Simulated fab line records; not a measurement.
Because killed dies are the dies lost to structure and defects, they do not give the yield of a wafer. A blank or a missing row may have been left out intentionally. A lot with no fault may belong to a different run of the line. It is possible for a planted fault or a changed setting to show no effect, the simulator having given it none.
A lot that was struck, set against a sound lot + flow rit cmos + 14 out of 202 route steps
Sound: the wafers L372.2, L372.5, L372.6. The struck wafers were L364.1, L364.3, L364.4. The cause comes at the end.
Per side, at each step with rows, come the tool, then ch with its chambers, and then its first start. Under that, the readings that differ: sound wafers + struck wafers + difference of the means + sigmas: that difference in standard deviations of wafers without a fault.
alike: same words and numbers on both sides, and readings whose means sit less than 2 such deviations apart. not compared: any withheld reading, any reading some wafer has no value for, any bound like >300 that may hide the same value, and any number with overlapping values for which the record gives no deviation.
The two part at a step that has a row with sigmas, a row that says differs or no value, or rows on one side only. Numbers that have no deviation but don't overlap get no sigmas and don't part them. A reading missing from all wafers of one side parts the sides only when that side holds two or more wafers.

first, 1 step without rows for these wafers: RIT_PWELL_DEVELOP_05 (develop time 68 s).
RIT_PWELL_OVL_MEAS_06:
  sound: overlay-01 at day 6 09:23; struck: overlay-01 at day 4 16:41
  alike: PWELL_OVL
then, 2 steps without rows for these wafers: RIT_PWELL_HARDBAKE_07 (time 120 s); RIT_PWELL_IMPLANT_08.
RIT_PWELL_STRIP_09: strips in O2, time 180 s.
  sound on plasma asher-04 ch 0,1, day 6 09:49; struck on plasma asher-04 ch 0,1, day 4 17:07
  alike: drypump motor current A
  not compared: rf hours counter h
RIT_PWELL_TW_MEAS_10:
  sound: film metro-02 at day 6 10:01; struck: film metro-04 at day 4 17:17
  alike: PWELL_TW
then, 1 step without rows for these wafers: RIT_WELLDRIVE_ANNEAL_00 (time 14700 s).
RIT_WELLDRIVE_RS_MEAS_01: the measuring method here is four-point-probe.
  sound: film metro-04 at day 6 15:10; struck: film metro-01 at day 4 22:51
  alike: NWELL_RS
RIT_WELLDRIVE_RS_MEAS_02: the measuring method here is four-point-probe.
  sound: film metro-04 at day 6 15:17; struck: film metro-01 at day 4 22:58
  alike: PWELL_RS
then, 2 steps without rows for these wafers: RIT_NRETRO_HMDS_00 (prime time 60 s); RIT_NRETRO_COAT_01 (resist thk 1300 nm).
RIT_NRETRO_SOFTBAKE_02: time 61.41 s.
  sound on litho track-02 ch 0, day 6 15:42; struck on litho track-04 ch 0, day 4 23:23
  alike: heater power total W, plate sensor t centre C, plate sensor t edge C, resist line temp C
RIT_NRETRO_EXPOSE_03: exposes mask M4, target cd 43900 nm.
  sound on iline stepper-01 ch 0, day 6 15:58; struck on iline stepper-02, day 4 23:40
  no value came back on the struck wafers for exposure dose mJ cm2, focus offset nm (nm), na; on the sound wafers exposure dose mJ cm2 reads 250.21 249.97 250.13
  alike: mask
then, 1 step without rows for these wafers: RIT_NRETRO_PEB_04.

WHERE THEY PART
Only at RIT_NRETRO_EXPOSE_03, as far as this record shows.

WHY: what the simulator had put in
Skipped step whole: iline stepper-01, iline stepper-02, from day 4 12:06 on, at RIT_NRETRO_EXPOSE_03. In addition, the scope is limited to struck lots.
